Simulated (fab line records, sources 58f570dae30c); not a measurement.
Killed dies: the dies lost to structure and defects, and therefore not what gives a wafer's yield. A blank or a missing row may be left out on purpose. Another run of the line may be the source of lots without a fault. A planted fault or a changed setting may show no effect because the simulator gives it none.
Matching of chambers ; flow berkeley_cmos170 ; UCB170_ACTIVE_ETCH_15 on rie_diel-01 has 4 sister chambers
The step etches Si3N4 in CH3F/Ar/O2, stops on SiO2, target depth 242 nm, time 151 s. 18 wafers are shown with their chamber, then 9 later ones without.

## WAFERS PAIRED WITH THEIR CHAMBERS
wafer;chamber;throttle_valve_pct (%);O2_flow_sccm (sccm);oes_product_au (a.u.)
L943.1;3;8.09;7.007;0.957
L943.5;0;8.09;6.996;0.924
L943.6;3;8.09;7.048;0.945
L942.1;3;8.10;7.018;0.949
L942.2;0;8.11;7.003;0.941
L942.5;3;8.09;7.013;0.952
L944.3;2;8.09;6.972;0.945
L944.5;3;8.10;7.025;0.960
L944.6;2;8.08;6.979;0.939
L946.3;0;8.10;6.982;0.954
L946.5;0;8.10;7.003;0.949
L946.6;3;8.09;6.991;0.971
L949.4;2;8.09;7.008;0.938
L949.5;3;8.09;7.008;0.948
L949.6;2;8.08;6.987;0.941
L959.1;1;8.18;6.944;0.946
L959.2;3;8.10;7.028;0.955
L959.6;3;8.09;7.017;0.950

SIGNATURES (means of the wafers above)
reading;chamber 0;chamber 1;chamber 2;chamber 3;scatter within a chamber
throttle_valve_pct;8.1000;8.1800;8.0850;8.0933;0.00598
O2_flow_sccm;6.99600;6.94400;6.98650;7.01722;0.0147
oes_product_au;0.94200;0.94600;0.94075;0.95411;0.00863
Rule: distance of a wafer from a chamber = root of the sum over the readings of ((wafer's reading minus chamber's mean) / reading's scatter) squared. The wafer belongs to the nearest chamber; if the next one is less than 2 further off, it can't be placed. How the scatter is found: for the shown wafers, subtract from each reading the mean of its chamber, square and add these, divide the total by (wafers less chambers), then take the root.

## WAFERS WHOSE CHAMBER IS MISSING
wafer;throttle_valve_pct (%);O2_flow_sccm (sccm);oes_product_au (a.u.)
L960.1;8.10;6.999;0.955
L960.3;8.11;6.987;0.933
L960.4;8.19;6.999;0.959
L961.2;8.10;7.030;0.947
L961.3;8.21;7.015;0.943
L961.5;8.09;6.998;0.932
L965.3;8.09;7.024;0.944
L965.4;8.09;7.048;0.957
L965.6;8.20;6.986;0.949

## EACH ONE'S CHAMBER
wafer;from the rows above;in truth
L960.1;can't be placed: 0 or 3 or 2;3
L960.3;0;0
L960.4;1;1
L961.2;can't be placed: 3 or 0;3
L961.3;1;1
L961.5;can't be placed: 2 or 0 or 3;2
L965.3;can't be placed: 3 or 0 or 2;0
L965.4;3;3
L965.6;1;1
5 of 9 placed correctly. Can't be placed from these rows: 4 (the true chamber is among the candidates in 4). Wrongly placed: 0.
